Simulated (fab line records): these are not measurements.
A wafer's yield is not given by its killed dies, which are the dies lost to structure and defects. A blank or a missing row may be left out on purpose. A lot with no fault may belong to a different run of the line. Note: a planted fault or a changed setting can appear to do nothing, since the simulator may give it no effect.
Code-filled problem report in 8D (eight disciplines) form | flow berkeley_cmos170 | the parts of the form that need people (team, actions taken, sign-off) are left out

== 1. WHAT WENT WRONG ==
Wafers without a fault read 18.09 s, standard deviation 0.079; strip_time_to_endpoint_s at UCB170_ACTIVE_STRIP_16 reads a mean of 19.19 s on 3 wafers belonging to 2 lots. That puts it +14 standard deviations away from the usual mean.
The step: strips in O2.
The first sign was on wafer L207.3 at day 7 00:53, on plasma_asher-02. At this step, 42 wafers from 14 lots have a number in the record. Rule for "out" (also "out of limits"): further than 4 standard deviations from the usual mean. Any other wafer with a number is counted as sound.

== 2. WHAT THIS IS AND IS NOT ==
question                    | is                                       | is not
which readings at this step | strip_time_to_endpoint_s, oes_product_au | drypump_motor_current_A
which lots                  | L207, L208                               | L193, L194, L197, L198, L199, L200, L201, L203, L204, L212, L213, L214
which wafers of those lots  | L207.3, L208.4, L208.6                   | L207.1, L207.4, L208.5
read on which tools         | plasma_asher-02                          | plasma_asher-01, plasma_asher-04
when                        | from day 7 00:53                         | up to then (29 sound wafers); but 10 sound wafers of L208, L212, L213, L214 came after

== 3. THE SUSPECTS, EACH WITH WHAT RULES IT OUT ==
Counting: if a tool at a process step up to the reading ran every lot that is out, it stays a suspect. Sound lots after the first of them don't rule it out here, since some wafers of a struck lot are sound.
- plasma_asher-02 at UCB170_ACTIVE_STRIP_16 (strips in O2): kept. It processed each lot that is out (first: L207, day 7 00:53); up to then, its last sound lot is L204 (day 6 21:52). Out on those wafers are its own readings of oes_product_au, strip_time_to_endpoint_s.
- The sound lot-mates ran in chamber 1 of plasma_asher-02 at UCB170_ACTIVE_STRIP_16, but the wafers that are out ran in chamber 0.
Remaining after the count: plasma_asher-02 at UCB170_ACTIVE_STRIP_16.

== 4. THE CAUSE (what the simulator had put in) ==
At UCB170_ACTIVE_STRIP_16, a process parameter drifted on plasma_asher-02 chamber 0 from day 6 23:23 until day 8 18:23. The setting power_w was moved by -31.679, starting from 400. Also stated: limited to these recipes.
This tool alone remained once counting was done.

== 5. SEQUENCE OF EFFECTS, ordered by route ==
Each row: a reading where the mean over the struck wafers with a number is more than 3 standard deviations away from the usual. Only readings for which the record gives a usual standard deviation are gone through. hours: the time from each lot's start at the first step in this table that gives one to its start at this step, as a median over the lots. sigmas: the change in usual standard deviations.
hours | step                   | reading                  | usual      | on struck wafers | change | sigmas
0     | UCB170_ACTIVE_STRIP_16 | oes_product_au           | 0.721 a.u. | 0.693            | -0.028 | -6.4
0     | UCB170_ACTIVE_STRIP_16 | strip_time_to_endpoint_s | 18.09 s    | 19.19            | +1.10  | +14
Its process steps:
- UCB170_ACTIVE_STRIP_16: strips in O2.

== 6. WHAT WOULD HAVE CAUGHT IT SOONER ==
The fault began at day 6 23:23; the first out-of-limits reading in this record came at day 7 00:53, 2 hours later.
